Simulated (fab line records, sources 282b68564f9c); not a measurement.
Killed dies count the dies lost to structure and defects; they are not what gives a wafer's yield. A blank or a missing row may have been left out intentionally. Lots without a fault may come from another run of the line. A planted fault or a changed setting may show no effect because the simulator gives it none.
fab line records -- flow rit-cmos
record lots=15, wafers=45, last-day=8
route steps=202 shown REOX@101
lots that met no fault: taken from a fault-free run of the same line
start-h: hours from the record's opening day to when the first of the lot's shown wafers began -- wait-h: time in hours since the lot's previous step -- " as in the row above -- L1.1+2: a row that stands for several wafers -- - no value, or no start given -- * or withheld: withheld -- < > ~ a bound
route shown NAME@n: NAME is a module with steps in the file, n the number in the route of the first one -- usual: mean and standard deviation over wafers with no fault -- same: alike in all rows -- chamber/n: place in a boat -- sites: each site's reading -- _std_site: standard deviation across them -- _edge_site: outer sites' mean less inner sites' -- radius-mm: how far each site lies from the wafer's centre -- mask NAME#n: copy n -- behind: the last tool/chamber to shape the wafer -- hold: reason for holding the lot/hours on hold/outcome of the hold -- device: transistor that didn't switch, given as n, p or np -- end of line: the same wafers' tests at the end of the route -- a step given without rows: its recipe and nothing more -- killed: at the first sort, the dies lost to defects and structure; wafer yield is something else -- map: a wafer's dies, x killed, . not, _ none there
set.NAME: setting as actually run; set.NAME@STEP: the setting as run at that earlier step -- model.NAME: the simulator's own value behind a step, which no gauge read
a sample of lots followed through the steps of the route, with each step as a table and each wafer as a row
services: when a tool's chamber went out of use (start-h, in hours from the record's first day, below 0 if earlier), for how many hours, and the reason
## steps
# step RIT_REOX_OXIDATION_03
# recipe temp-c=900, ambient=O2, target-thk-a=252, ox-time-s=5580
# usual tube_center_temp_C_max=902.3/0.36
lot.wafer,tool,chamber,start-h,wait-h,tube_center_temp_C_max
L988.2,furnace-03,0,45.06,1.8,902.4
L988.5,furnace-03,0,45.06,1.8,901.9
L988.6,furnace-03,0,45.06,1.8,902.6
L989.1,furnace-04,0,53.03,2.5,902.2
L989.3,furnace-04,0,53.03,2.5,902.6
L989.4,furnace-04,0,53.03,2.5,901.8
L991.2,furnace-01,0,63.09,3.4,902.8
L991.5,furnace-01,0,63.09,3.4,902.4
L991.6,furnace-01,0,63.09,3.4,902.9
L992.3,furnace-01,0,70.85,0.3,901.8
L992.4,furnace-01,0,70.85,0.3,901.8
L992.6,furnace-01,0,70.85,0.3,902.2
L993.1,furnace-01,0,73.40,0.8,902.3
L993.3,furnace-01,0,73.40,0.8,902.1
L993.5,furnace-01,0,73.40,0.8,902.2
L994.3,furnace-01,0,73.40,1.3,902.9
L994.4,furnace-01,0,73.40,1.3,902.6
L994.6,furnace-01,0,73.40,1.3,902.3
L995.1,furnace-01,0,87.75,2.4,901.8
L995.2,furnace-01,0,87.75,2.4,902.5
L995.3,furnace-01,0,87.75,2.4,902.2
L997.1,furnace-04,0,94.86,1.3,902.4
L997.2,furnace-04,0,94.86,1.3,902.4
L997.5,furnace-04,0,94.86,1.3,902.1
L999.2,furnace-01,0,103.98,3.4,902.9
L999.3,furnace-01,0,103.98,3.4,902.4
L999.6,furnace-01,0,103.98,3.4,902.3
L100.3,furnace-01,0,103.98,1.0,901.8
L100.4,furnace-01,0,103.98,1.0,902.0
L100.5,furnace-01,0,103.98,1.0,902.4
L105.2,furnace-04,0,143.09,1.7,902.8
L105.3,furnace-04,0,143.09,1.7,902.4
L105.6,furnace-04,0,143.09,1.7,902.3
L107.2,furnace-03,0,149.33,2.6,902.0
L107.5,furnace-03,0,149.33,2.6,902.1
L107.6,furnace-03,0,149.33,2.6,902.3
L109.4,furnace-03,0,160.22,1.5,902.8
L109.5,furnace-03,0,160.22,1.5,902.0
L109.6,furnace-03,0,160.22,1.5,902.1
L110.2,furnace-01,0,166.06,2.0,902.4
L110.3,furnace-01,0,166.06,2.0,902.7
L110.5,furnace-01,0,166.06,2.0,902.4
L111.2,furnace-04,0,176.35,1.6,902.0
L111.3,furnace-04,0,176.35,1.6,902.5
L111.5,furnace-04,0,176.35,1.6,901.8
# step RIT_REOX_THK_MEAS_04
# recipe reads=SiO2_of_REOX_OXIDATION_03
# usual REOX_OXIDE_THK=25.2/0.46
lot.wafer,tool,chamber,start-h,wait-h,REOX_OXIDE_THK[nm]
L988.2,film-metro-02,-,47.62,0.0,25.6
L988.5,film-metro-02,-,47.62,0.0,25.8
L988.6,film-metro-02,-,47.62,0.0,25.6
L989.1,film-metro-04,-,55.58,0.0,25.7
L989.3,film-metro-04,-,55.58,0.0,25.7
L989.4,film-metro-04,-,55.58,0.0,25.6
L991.2,film-metro-01,-,65.65,0.0,25.7
L991.5,film-metro-01,-,65.65,0.0,25.8
L991.6,film-metro-01,-,65.65,0.0,25.9
L992.3,film-metro-04,-,73.42,0.0,25.0
L992.4,film-metro-04,-,73.42,0.0,25.0
L992.6,film-metro-04,-,73.42,0.0,25.6
L993.1,film-metro-02,-,75.95,0.0,24.8
L993.3,film-metro-02,-,75.95,0.0,25.1
L993.5,film-metro-02,-,75.95,0.0,25.1
L994.3,film-metro-01,-,75.97,0.0,25.3
L994.4,film-metro-01,-,75.97,0.0,25.2
L994.6,film-metro-01,-,75.97,0.0,25.1
L995.1,film-metro-01,-,90.30,0.0,14.7
L995.2,film-metro-01,-,90.30,0.0,14.7
L995.3,film-metro-01,-,90.30,0.0,14.8
L997.1,film-metro-02,-,97.41,0.0,25.5
L997.2,film-metro-02,-,97.41,0.0,25.6
L997.5,film-metro-02,-,97.41,0.0,25.6
L999.2,film-metro-02,-,106.54,0.0,14.7
L999.3,film-metro-02,-,106.54,0.0,14.5
L999.6,film-metro-02,-,106.54,0.0,14.3
L100.3,film-metro-04,-,106.55,0.0,15.2
L100.4,film-metro-04,-,106.55,0.0,14.5
L100.5,film-metro-04,-,106.55,0.0,15.1
L105.2,film-metro-04,-,145.65,0.0,24.3
L105.3,film-metro-04,-,145.65,0.0,24.9
L105.6,film-metro-04,-,145.65,0.0,24.7
L107.2,film-metro-02,-,151.89,0.0,24.5
L107.5,film-metro-02,-,151.89,0.0,24.6
L107.6,film-metro-02,-,151.89,0.0,24.3
L109.4,film-metro-04,-,162.80,0.0,25.2
L109.5,film-metro-04,-,162.80,0.0,24.6
L109.6,film-metro-04,-,162.80,0.0,24.8
L110.2,film-metro-01,-,168.62,0.0,24.5
L110.3,film-metro-01,-,168.62,0.0,24.4
L110.5,film-metro-01,-,168.62,0.0,24.3
L111.2,film-metro-01,-,178.91,0.0,25.7
L111.3,film-metro-01,-,178.91,0.0,25.9
L111.5,film-metro-01,-,178.91,0.0,25.6
## services
tool,chamber,start-h,hours,kind
furnace-04,-,97.41,6.8,pm
furnace-03,-,138.93,3.1,pm
furnace-01,-,143.87,16.0,pm
furnace-01,-,159.84,3.8,pm
furnace-01,-,163.65,2.4,pm
## key
first-sign step=RIT_REOX_THK_MEAS_04, reading=REOX_OXIDE_THK, direction=down, sigmas=23, usual=25.2, struck=14.7
effect none on later readings
met-at RIT_REOX_OXIDATION_03
struck-lots L995,L999,L100
tester-left-out L995,L999,L100
onset-between 73.40 87.75
fault kind=process-parameter-drift, tool=furnace-01, chamber=-, onset-h=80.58, steps=RIT_REOX_OXIDATION_03, channel=ox-time-s, offset=*, shape=step, end-h=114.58, acts-in=*, stated=*
# tester-left-out: of these lots the tester's yield and bins aren't shown, on N5 and GAA mostly nor the transistor test; their killed dies are dies lost to structure and defects alone, not to doping, threshold or leakage, so they don't give the yield
